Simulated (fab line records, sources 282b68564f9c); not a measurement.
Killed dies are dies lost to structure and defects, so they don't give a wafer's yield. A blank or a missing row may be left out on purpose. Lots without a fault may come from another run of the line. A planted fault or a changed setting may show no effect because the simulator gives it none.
Which tool did it? | flow rit_cmos | 15 lots, 45 wafers sampled, at 2 steps of a route of 202

WHAT THE GAUGES READ, wafer by wafer
RIT_GATE_THK_MEAS_07.
lot  | measured    | on            | GATE_OXIDE_THK (nm)
L526 | day 2 16:02 | film_metro-03 | 2.90 2.94 2.93
L527 | day 2 20:50 | film_metro-01 | 3.03 3.05 2.96
L528 | day 3 05:23 | film_metro-03 | 3.02 3.05 3.05
L529 | day 3 05:38 | film_metro-04 | 2.87 2.94 2.94
L531 | day 3 16:47 | film_metro-03 | 2.91 2.98 2.88
L532 | day 3 20:37 | film_metro-04 | 3.49 3.48 3.38
L533 | day 4 02:26 | film_metro-01 | 3.45 3.48 3.48
L535 | day 4 11:53 | film_metro-01 | 3.04 2.99 3.00
L536 | day 4 16:58 | film_metro-01 | 3.38 3.46 3.40
L543 | day 6 03:54 | film_metro-03 | 2.97 2.97 2.97
L544 | day 6 09:04 | film_metro-01 | 3.02 3.04 3.00
L545 | day 6 14:01 | film_metro-01 | 3.05 3.09 3.07
L546 | day 6 18:35 | film_metro-03 | 2.97 3.03 3.03
L547 | day 6 23:17 | film_metro-04 | 2.91 2.94 2.96
L548 | day 7 06:36 | film_metro-03 | 2.99 3.04 3.08

WHICH TOOL RAN EACH LOT (tool, then ch and the chambers of the sampled wafers, then the start)
lot  | RIT_GATE_OXIDATION_05
L526 | furnace-03 ch 0, day 2 14:43
L527 | furnace-02 ch 0, day 2 19:31
L528 | furnace-04 ch 0, day 3 03:20
L529 | furnace-02 ch 0, day 3 04:03
L531 | furnace-02 ch 0, day 3 15:27
L532 | furnace-02 ch 0, day 3 19:16
L533 | furnace-02 ch 0, day 3 23:48
L535 | furnace-04 ch 0, day 4 09:50
L536 | furnace-02 ch 0, day 4 15:38
L543 | furnace-04 ch 0, day 6 01:51
L544 | furnace-04 ch 0, day 6 07:44
L545 | furnace-04 ch 0, day 6 12:41
L546 | furnace-03 ch 0, day 6 17:16
L547 | furnace-02 ch 0, day 6 21:58
L548 | furnace-04 ch 0, day 7 05:16
- RIT_GATE_OXIDATION_05: target thk 3 nm, ox time 270 s.

WHAT THE TOOLS THEMSELVES READ (means of the sampled wafers that have a number; where no wafer has one, the mark that the record gives instead)
RIT_GATE_OXIDATION_05.
lot  | tool       | tube_center_temp_C (C) | zone_power_centre_pct (%)
L526 | furnace-03 | 899.90                 | 43.1
L527 | furnace-02 | 900.00                 | 41.9
L528 | furnace-04 | 900.04                 | 42.9
L529 | furnace-02 | 899.99                 | 41.3
L531 | furnace-02 | 900.02                 | 41.4
L532 | furnace-02 | 899.94                 | 41.4
L533 | furnace-02 | 899.98                 | 41.8
L535 | furnace-04 | 899.99                 | 42.6
L536 | furnace-02 | 899.94                 | 41.6
L543 | furnace-04 | 899.96                 | 42.3
L544 | furnace-04 | 899.93                 | 43.0
L545 | furnace-04 | 899.98                 | 42.5
L546 | furnace-03 | 900.03                 | 43.2
L547 | furnace-02 | 900.02                 | 41.3
L548 | furnace-04 | 900.06                 | 42.8

THE ANSWER, worked out from the rows above alone
Rule: what is usual is taken from the lots themselves. Put in order of their means at a reading, lots are off if they are a third of the lots or fewer, leave a main group of 4 or more, and stand apart from it by a gap of 3 or more times the standard deviation of the main group's means; of several such gaps the widest counts. A main group whose means are all the same, to the digits that the tables above print for the reading, isn't used. A lot without any number at a reading at which 4 lots or more have one is off too. The other lots that the step has rows for count as sound. The gauges are gone through in route order, then the tools' own readings, and for those a lot's mean is taken as printed above. The first step at which some lot is off is used, and at that step the reading that is off furthest; a lot without a number counts as furthest.
Off: L532, L533, L536, at RIT_GATE_THK_MEAS_07 (GATE_OXIDE_THK). The main group: mean 2.99 nm, standard deviation 0.051.
A tool fits if, at a process step before that reading, it ran every lot that is off, and no sound lot after the first of them. The gauges at RIT_GATE_THK_MEAS_07 are tried like those tools. None of those tried fits.

WHAT THE SIMULATOR HAD PUT IN
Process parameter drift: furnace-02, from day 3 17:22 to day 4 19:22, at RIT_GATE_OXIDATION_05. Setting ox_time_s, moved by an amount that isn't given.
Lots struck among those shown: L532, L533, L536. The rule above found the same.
